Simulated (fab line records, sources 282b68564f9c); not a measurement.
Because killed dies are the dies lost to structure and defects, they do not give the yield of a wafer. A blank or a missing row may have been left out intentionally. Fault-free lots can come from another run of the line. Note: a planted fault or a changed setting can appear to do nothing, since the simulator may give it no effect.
A struck lot beside a sound one    flow ritCmos    28 steps out of a route of 202
Sound: wafers L453.3, L453.5, L453.6. Struck: wafers L465.1, L465.3, L465.4. Last of all comes the cause.
Per side, at each step with rows, come the tool, then ch with its chambers, and then its first start. Under that, the readings that differ: sound wafers    struck wafers    difference of the means    sigmas: that difference in standard deviations of wafers without a fault.
alike: readings with means less than 2 such deviations apart, plus words and numbers identical on both sides. not compared: withheld readings, readings lacking a value on some wafer, bounds such as >300 that could conceal the same value, and numbers that have no deviation in the record and whose values overlap.
A row with sigmas, a row that says differs or no value, or rows on one side alone: a step with any of these is where the two part. Numbers that have no deviation but don't overlap get no sigmas and don't part them. A reading that every wafer of one side lacks parts them only if that side has two wafers or more.

RIT_ACTIVE_BOW_MEAS_00:
  sound on filmMetro-03 at day 2 11:02; struck on filmMetro-03 at day 4 23:00
  alike: INCOMING_BOW
RIT_ACTIVE_OXIDATION_01: target thk 46.8 nm, ox time 3360 s.
  sound on furnace-01 ch 0, day 2 12:11; struck on furnace-04 ch 0, day 4 23:54
reading                                       sound             struck             difference  sigmas
zonePowerCentrePct (%)                        51.2 50.4 50.9    45.4 44.9 44.9     -5.8        -2
model.SiO2_of_ACTIVE_OXIDATION_01.thkNm (nm)  46.27 46.7 47.21  52.47 52.96 52.12  +5.79       
RIT_ACTIVE_THK_MEAS_02:
  sound on filmMetro-01 at day 2 14:08; struck on filmMetro-03 at day 5 01:50
reading                sound           struck          difference  sigmas
ACTIVE_OXIDE_THK (nm)  46.3 46.7 47.2  52.5 53.0 52.1  +5.8        +8
then, 1 step without rows for these wafers: RIT_ACTIVE_CVD_03 (deposits Si3N4 from SiH2Cl2/NH3, target thk 150 nm, time 1500 s).
RIT_ACTIVE_THK_MEAS_04:
  sound on filmMetro-01 at day 2 16:40; struck on filmMetro-03 at day 5 04:01
  alike: ACTIVE_NITRIDE_THK
then, 6 steps without rows for these wafers: RIT_ACTIVE_HMDS_05 (prime time 60 s); RIT_ACTIVE_COAT_06 (resist thk 1000 nm); RIT_ACTIVE_SOFTBAKE_07 (time 60 s); RIT_ACTIVE_EXPOSE_08 (exposes mask M1, target cd 1400 nm); RIT_ACTIVE_PEB_09; RIT_ACTIVE_DEVELOP_10 (develop time 50 s).
RIT_ACTIVE_CD_MEAS_11 targets a cd of 1400 nm.
  sound on cdSem-02 at day 2 17:43; struck on cdSem-02 at day 5 04:56
  alike: cdNm
then, 1 step without rows for these wafers: RIT_ACTIVE_HARDBAKE_12 (time 60 s).
RIT_ACTIVE_ETCH_13: etches Si3N4 in SF6, stops on SiO2, time 210 s, target depth 210 nm.
  sound on rieDiel-01 ch 0,2,3, day 2 17:57; struck on rieDiel-01 ch 0,1,3, day 5 05:12
  alike: SF6_flow_sccm, drypumpMotorCurrentA, oesProductAu, throttleValvePct
  not compared: rfHoursCounterH
RIT_ACTIVE_STRIP_14: strips in O2, time 180 s.
  sound on plasmaAsher-02 ch 0,1, day 2 18:08; struck on plasmaAsher-01 ch 0,1, day 5 05:20
  alike: drypumpMotorCurrentA
  not compared: rfHoursCounterH
RIT_ACTIVE_CD_MEAS_90 targets a cd of 1400 nm.
  sound on cdSem-01 at day 2 18:18; struck on cdSem-01 at day 5 05:31
  alike: cdNm
then, 4 steps without rows for these wafers: RIT_ACTIVE_CLEAN_15 (cleans in SC1, time 600 s); RIT_ACTIVE_CLEAN_16 (cleans in dHF, time 30 s); RIT_ACTIVE_CLEAN_17 (cleans in SC2, time 600 s); RIT_FOX1_OXIDATION_00 (target thk 350.7 nm, ox time 1130 s).
RIT_FOX1_THK_MEAS_01:
  sound on filmMetro-03 at day 2 20:05; struck on filmMetro-04 at day 5 07:19
  alike: FOX1_OXIDE_THK
then, 2 steps without rows for these wafers: RIT_FOX1_WET_ETCH_02 (etches SiO2 in BOE, target depth 350 nm, time 390 s); RIT_FOX2_OXIDATION_00 (target thk 350.7 nm, ox time 1130 s).
RIT_FOX2_THK_MEAS_01:
  sound on filmMetro-03 at day 2 21:35; struck on filmMetro-03 at day 5 08:48
  alike: FOX2_OXIDE_THK
then, 1 step without rows for these wafers: RIT_FOX2_CLEAN_02 (cleans in dHF, time 180 s).
RIT_FOX2_WET_ETCH_03: etches Si3N4 in H3PO4, target depth 195 nm, time 2700 s.
  sound on wetBench-02 ch 2, day 2 21:41; struck on wetBench-04 ch 1, day 5 08:55
reading                                       sound              struck             difference  sigmas
model.SiO2_of_ACTIVE_OXIDATION_01.thkNm (nm)  39.54 41.46 41.92  45.13 46.43 46.41  +5.02       
RIT_FOX2_THK_MEAS_90:
  sound on filmMetro-04 at day 2 22:32; struck on filmMetro-04 at day 5 09:41
  alike: FIELD_OXIDE_LEFT_1_THK
RIT_M1_PROBE_99:
  sound on prober-02 at day 4 16:08; struck on prober-01 at day 7 00:34
reading                            sound              struck             difference  sigmas
model.etest.pldd.widthNm (nm)      3186 3166 3161     3116 3100 3115     -61         
model.etest.nldd.widthNm (nm)      3184 3165 3170     3109 3098 3111     -67         
model.etest.pplusSal.widthNm (nm)  3458 3432 3431     3408 3412 3406     -32         
model.etest.nplusSal.widthNm (nm)  3437 3443 3450     3406 3399 3394     -44         
model.etest.nmosNarrow.driveUaUm   226.6 217.3 225.8  209.9 208.8 211.5  -13.2       
model.etest.pmosNarrow.driveUaUm   102 99.41 103      92.94 92.3 93.94   -8.41       
  alike: killedAtContacts, killedAtFrontEnd, killedDies, killedOpen, killedShort

WHERE THEY PART
Earliest at RIT_ACTIVE_OXIDATION_01; latest, in this record, at RIT_ACTIVE_THK_MEAS_02. Later steps at which nothing parts them and some readings are alike: RIT_ACTIVE_THK_MEAS_04, RIT_ACTIVE_CD_MEAS_11, RIT_ACTIVE_ETCH_13, RIT_ACTIVE_STRIP_14, RIT_ACTIVE_CD_MEAS_90, RIT_FOX1_THK_MEAS_01, RIT_FOX2_THK_MEAS_01, RIT_FOX2_THK_MEAS_90, RIT_M1_PROBE_99.

WHY: what the simulator had put in
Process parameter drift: furnace-04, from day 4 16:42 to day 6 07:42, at RIT_ACTIVE_OXIDATION_01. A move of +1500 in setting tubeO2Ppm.
